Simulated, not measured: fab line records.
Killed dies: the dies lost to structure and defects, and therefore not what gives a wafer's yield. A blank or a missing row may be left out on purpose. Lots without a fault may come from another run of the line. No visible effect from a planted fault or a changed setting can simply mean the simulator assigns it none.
A struck lot beside a sound one :: flow rit_cmos :: 17 steps out of a route of 202
Sound: wafers L596.2, L596.3, L596.4. Struck: wafers L599.3, L599.5, L599.6. The cause is given at the end.
For every step that has rows: the tool of each side, followed by ch and its chambers, followed by its first start. Under that, the readings that differ: sound wafers :: struck wafers :: difference of the means :: sigmas: that difference in standard deviations of wafers without a fault.
alike: readings with means less than 2 such deviations apart, plus words and numbers identical on both sides. not compared: withheld readings, readings lacking a value on some wafer, bounds such as >300 that could conceal the same value, and numbers that have no deviation in the record and whose values overlap.
The two part at a step that has a row with sigmas, a row that says differs or no value, or rows on one side only. When numbers do not overlap yet have no deviation, they are printed without sigmas and do not part them. A reading that every wafer of one side lacks parts them only if that side has two wafers or more.

RIT_NWELL_TW_MEAS_10:
  sound on film_metro-01 at day 2 07:38; struck on film_metro-02 at day 3 04:10
reading: NWELL_TW
sound: 2178 2161 2154
struck: 2122 2117 2113
difference: -47
sigmas: -3
then, 6 steps without rows for these wafers: RIT_PWELL_HMDS_00 (prime time 60 s); RIT_PWELL_COAT_01 (resist thk 1300 nm); RIT_PWELL_SOFTBAKE_02 (time 60 s); RIT_PWELL_EXPOSE_03 (exposes mask M3, target cd 43700 nm); RIT_PWELL_PEB_04; RIT_PWELL_DEVELOP_05 (develop time 68 s).
RIT_PWELL_OVL_MEAS_06:
  sound on overlay-02 at day 2 08:41; struck on overlay-02 at day 3 05:05
  alike: PWELL_OVL
then, 2 steps without rows for these wafers: RIT_PWELL_HARDBAKE_07 (time 120 s); RIT_PWELL_IMPLANT_08.
RIT_PWELL_STRIP_09: strips in O2, time 180 s.
  sound on plasma_asher-03 ch 0,1, day 2 09:07; struck on plasma_asher-04 ch 0,1, day 3 05:35
  alike: drypump_motor_current_A
  not compared: rf_hours_counter_h
RIT_PWELL_TW_MEAS_10:
  sound on film_metro-02 at day 2 09:19; struck on film_metro-03 at day 3 05:43
  alike: PWELL_TW
RIT_WELLDRIVE_ANNEAL_00: time 14700 s.
  sound on furnace-01 ch 0, day 2 09:22; struck on furnace-01 ch 0, day 3 08:22
reading: run_length_s (s)
sound: 18273 18273 18273
struck: 15340 15340 15340
difference: -2933
sigmas: -99 or more
RIT_WELLDRIVE_RS_MEAS_01: the measuring method here is four-point-probe.
  sound on film_metro-03 at day 2 14:28; struck on film_metro-02 at day 3 13:29
reading: NWELL_RS (ohm/sq)
sound: 275.7 275.7 275.0
struck: 287.8 286.9 286.3
difference: +11.5
sigmas: +18
RIT_WELLDRIVE_RS_MEAS_02: the measuring method here is four-point-probe.
  sound on film_metro-03 at day 2 14:35; struck on film_metro-02 at day 3 13:37
reading: PWELL_RS (ohm/sq)
sound: 431.3 430.7 431.2
struck: 438.9 439.7 440.0
difference: +8.5
sigmas: +8
then, 2 steps without rows for these wafers: RIT_NRETRO_HMDS_00 (prime time 60 s); RIT_M1_PROBE_99.

## WHERE THEY PART
Last at RIT_WELLDRIVE_RS_MEAS_02 as far as this record goes, first at RIT_NWELL_TW_MEAS_10.

WHY: what the simulator had put in
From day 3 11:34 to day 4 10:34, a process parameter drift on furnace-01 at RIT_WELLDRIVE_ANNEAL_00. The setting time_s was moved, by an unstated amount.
